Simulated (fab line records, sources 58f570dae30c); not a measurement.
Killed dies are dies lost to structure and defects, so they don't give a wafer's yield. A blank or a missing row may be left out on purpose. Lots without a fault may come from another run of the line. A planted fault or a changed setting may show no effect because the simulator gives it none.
Split-lot experiment | flow berkeley_cmos170 | 5 lots, 23 wafers read, on a route of 331 steps

THE SPLIT
At UCB170_SACOX_OXIDATION_01 (target thk 14.4 nm, ox time 2400 s), the setting temp_c was moved away from the recipe's 900 C on 20 of the 23 wafers read, by -1.4% to +2.7%. The other wafers ran this setting at the recipe's value.

The file shows no step between the split and the reading.

THE READING
SACOX_OXIDE_THK, in nm, at UCB170_SACOX_THK_MEAS_02. Fault-free wafers of this fab line usually give 14.30 nm, standard deviation 0.2 nm.

wafer  | tool, chamber at the split | temp_c as run, C | against the recipe | SACOX_OXIDE_THK, nm | against lot-mates on the recipe
L075.3 | furnace-02, 0              | 900              | recipe             | 14.66               | -
L075.4 | furnace-02, 0              | 900              | recipe             | 14.48               | -
L075.5 | furnace-02, 0              | 900              | recipe             | 14.56               | -
L076.1 | -, -                       | 916.2            | +1.8%              | 16.44               | no lot-mate on the recipe
L076.2 | -, -                       | 916.2            | +1.8%              | 16.84               | no lot-mate on the recipe
L076.4 | -, -                       | 916.2            | +1.8%              | 16.98               | no lot-mate on the recipe
L076.5 | -, -                       | 916.2            | +1.8%              | 16.62               | no lot-mate on the recipe
L076.6 | -, -                       | 916.2            | +1.8%              | 16.84               | no lot-mate on the recipe
L077.1 | -, -                       | 924              | +2.7%              | 18.06               | no lot-mate on the recipe
L077.3 | -, -                       | 924              | +2.7%              | 18.05               | no lot-mate on the recipe
L077.4 | -, -                       | 924              | +2.7%              | 18.02               | no lot-mate on the recipe
L077.5 | -, -                       | 924              | +2.7%              | 18.09               | no lot-mate on the recipe
L077.6 | -, -                       | 924              | +2.7%              | 18.07               | no lot-mate on the recipe
L079.1 | -, -                       | 915.9            | +1.8%              | 16.63               | no lot-mate on the recipe
L079.3 | -, -                       | 915.9            | +1.8%              | 16.82               | no lot-mate on the recipe
L079.4 | -, -                       | 915.9            | +1.8%              | 16.79               | no lot-mate on the recipe
L079.5 | -, -                       | 915.9            | +1.8%              | 16.60               | no lot-mate on the recipe
L079.6 | -, -                       | 915.9            | +1.8%              | 16.88               | no lot-mate on the recipe
L082.1 | -, -                       | 887.4            | -1.4%              | 12.26               | no lot-mate on the recipe
L082.2 | -, -                       | 887.4            | -1.4%              | 12.35               | no lot-mate on the recipe
L082.3 | -, -                       | 887.4            | -1.4%              | 12.39               | no lot-mate on the recipe
L082.4 | -, -                       | 887.4            | -1.4%              | 12.53               | no lot-mate on the recipe
L082.5 | -, -                       | 887.4            | -1.4%              | 12.36               | no lot-mate on the recipe

THE FIT
A straight line over all 23 wafers: SACOX_OXIDE_THK changes by +1.37 nm for each +1% of temp_c; r = +1.00; the points scatter about the line by 0.15 nm.
Too few moved wafers have a lot-mate on the recipe to fit a line with each lot's own level taken away.

THE WHOLE CHAIN: every reading that the file lists as answering this split, in the file's order
step                      | what it does                       | reading                                                                            | change (the file's fit)              | r (the file's)
UCB170_SACOX_OXIDATION_01 | target thk 14.4 nm, ox time 2400 s | SiO2_of_SACOX_OXIDATION_01.thk_nm (the simulator's own value, which no gauge read) | +1.37 nm for each +1% of the setting | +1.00
UCB170_SACOX_THK_MEAS_02  |                                    | SACOX_OXIDE_THK                                                                    | +1.37 for each +1% of the setting    | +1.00

THE FILE'S OWN FIT
SACOX_OXIDE_THK changes by +1.37 nm for each +1% of temp_c, r = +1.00.
